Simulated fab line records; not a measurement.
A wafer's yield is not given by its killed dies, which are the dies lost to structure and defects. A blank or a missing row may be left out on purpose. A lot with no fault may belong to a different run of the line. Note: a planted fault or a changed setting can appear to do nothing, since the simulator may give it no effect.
Which tool is to blame?    flow berkeley_cmos170    42 wafers from 14 lots sampled at 5 of the route's 331 steps

== WHAT THE GAUGES SHOWED, per wafer ==
UCB170_NWELL_THK_MEAS_05.
lot   measured     on             NWELL_NITRIDE_THK (nm)
L921  day 2 14:17  film_metro-04  226.0 225.3 223.8
L922  day 2 20:32  film_metro-04  224.0 225.0 226.4
L926  day 3 09:56  film_metro-03  225.0 225.3 223.9
L927  day 3 20:23  film_metro-03  224.7 222.5 222.9
L928  day 3 20:25  film_metro-04  220.2 220.0 222.2
L929  day 4 03:20  film_metro-04  220.0 221.8 220.5
L930  day 4 10:59  film_metro-04  221.6 219.3 220.4
L931  day 4 10:59  film_metro-03  219.1 217.8 219.9
L932  day 4 11:03  film_metro-04  222.1 221.9 221.5
L933  day 5 00:12  film_metro-04  222.0 222.4 222.0
L938  day 6 05:52  film_metro-04  224.1 221.7 222.3
L941  day 6 14:18  film_metro-01  223.9 224.7 226.8
L942  day 7 03:31  film_metro-01  224.3 223.6 225.3
L944  day 7 08:12  film_metro-03  224.8 223.3 223.3

UCB170_PWELL_TW_MEAS_17.
lot   measured     on             PWELL_TW
L921  day 3 08:00  film_metro-03  371 373 372
L922  day 3 17:19  film_metro-02  387 384 384
L926  day 4 05:51  film_metro-03  373 371 372
L927  day 4 15:58  film_metro-04  379 381 380
L928  day 4 15:45  film_metro-03  372 371 372
L929  day 4 23:43  film_metro-02  382 386 384
L930  day 5 10:07  film_metro-02  386 385 382
L931  day 5 09:40  film_metro-02  386 382 384
L932  day 5 09:53  film_metro-03  372 371 373
L933  day 5 23:48  film_metro-02  386 381 384
L938  day 7 07:50  film_metro-02  477 479 479
L941  day 7 08:21  film_metro-04  472 474 472
L942  day 8 02:28  film_metro-04  381 382 382
L944  day 8 07:58  film_metro-02  381 384 383

UCB170_SCREENOX_THK_MEAS_02.
lot   measured      on             SCREENOX_OXIDE_THK (nm)
L921  day 6 04:08   film_metro-01  14.45 14.32 13.95
L922  day 6 14:03   film_metro-01  13.84 14.13 14.05
L926  day 6 23:26   film_metro-03  14.55 14.54 14.62
L927  day 7 14:35   film_metro-02  14.12 13.95 14.20
L928  day 7 14:37   film_metro-01  14.01 14.16 14.13
L929  day 7 14:35   film_metro-03  14.53 14.59 14.81
L930  day 8 02:51   film_metro-01  14.13 14.31 14.14
L931  day 8 02:52   film_metro-03  14.45 14.56 14.52
L932  day 8 02:49   film_metro-03  14.40 14.24 14.10
L933  day 8 11:19   film_metro-01  13.68 13.53 13.90
L938  day 10 03:56  film_metro-01  14.11 13.73 14.04
L941  day 10 03:55  film_metro-02  14.45 14.28 14.22
L942  day 10 20:58  film_metro-01  14.50 14.42 14.78
L944  day 10 20:58  film_metro-03  14.42 14.24 14.23

UCB170_PVT_TW_MEAS_09.
lot   measured      on             PVT_TW
L921  day 6 12:53   film_metro-04  512 508 513
L922  day 7 02:36   film_metro-02  517 516 517
L926  day 7 08:29   film_metro-04  512 510 513
L927  day 8 00:12   film_metro-02  514 512 513
L928  day 8 00:26   film_metro-02  513 515 515
L929  day 8 00:07   film_metro-04  510 512 512
L930  day 8 09:59   film_metro-02  513 511 512
L931  day 8 13:37   film_metro-03  500 501 499
L932  day 8 09:43   film_metro-02  513 513 512
L933  day 8 19:13   film_metro-03  500 501 498
L938  day 10 12:00  film_metro-02  514 513 511
L941  day 10 12:04  film_metro-04  508 511 507
L942  day 11 06:29  film_metro-02  512 513 515
L944  day 11 07:02  film_metro-04  512 513 514

== TOOL THAT RAN EACH LOT (tool first, then ch and the chambers of the sampled wafers, then the start) ==
lot   UCB170_PWELL_IMPLANT_15
L921  implanter-04 ch 0, day 3 07:45
L922  implanter-04 ch 0, day 3 17:06
L926  implanter-01 ch 0, day 4 05:36
L927  implanter-01 ch 0, day 4 15:43
L928  implanter-02 ch 0, day 4 15:33
L929  implanter-02 ch 0, day 4 23:28
L930  implanter-04 ch 0, day 5 09:52
L931  implanter-04 ch 0, day 5 09:25
L932  implanter-01 ch 0, day 5 09:40
L933  implanter-02 ch 0, day 5 23:34
L938  implanter-01 ch 0, day 7 07:16
L941  implanter-04 ch 0, day 7 07:47
L942  implanter-04 ch 0, day 8 02:13
L944  implanter-02 ch 0, day 8 07:39
- UCB170_PWELL_IMPLANT_15

== WHAT THE TOOLS THEMSELVES READ (means of the sampled wafers that have a number; where no wafer has one, the mark that the record gives instead) ==
UCB170_PWELL_IMPLANT_15.
lot   tool          faraday_current_uA
L921  implanter-04  15.8
L922  implanter-04  15.8
L926  implanter-01  15.7
L927  implanter-01  15.9
L928  implanter-02  15.8
L929  implanter-02  16.3
L930  implanter-04  15.5
L931  implanter-04  16.0
L932  implanter-01  16.2
L933  implanter-02  16.0
L938  implanter-01  15.9
L941  implanter-04  15.7
L942  implanter-04  16.1
L944  implanter-02  16.2

== THE ANSWER, worked out from the rows above alone ==
Rule: usual is defined by the lots themselves. Put in order of their means at a reading, lots are off if they are a third of the lots or fewer, leave a main group of 4 or more, and stand apart from it by a gap of 3 or more times the standard deviation of the main group's means; of several such gaps the widest counts. If all means in a main group match to the digits the tables above print for the reading, that group is not used. A lot without any number at a reading at which 4 lots or more have one is off too. Where the step has rows for the other lots, those lots are counted as sound. Order of review: gauges by route order, followed by the tools' own readings, for which a lot's mean as printed above is used. At the first step where some lot is off, the reading lying furthest off is the one used; lots without a number count as furthest.
Off: at UCB170_PWELL_TW_MEAS_17 (PWELL_TW), L938, L941. The main group has a mean of 379 with a standard deviation of 5.5.
If a tool, at a process step before that reading, ran all the lots that are off and no sound lot after the first of them, it fits. The gauges at UCB170_PWELL_TW_MEAS_17 are tried like those tools. Of those tried, none fits.

== WHAT THE SIMULATOR HAD PUT IN ==
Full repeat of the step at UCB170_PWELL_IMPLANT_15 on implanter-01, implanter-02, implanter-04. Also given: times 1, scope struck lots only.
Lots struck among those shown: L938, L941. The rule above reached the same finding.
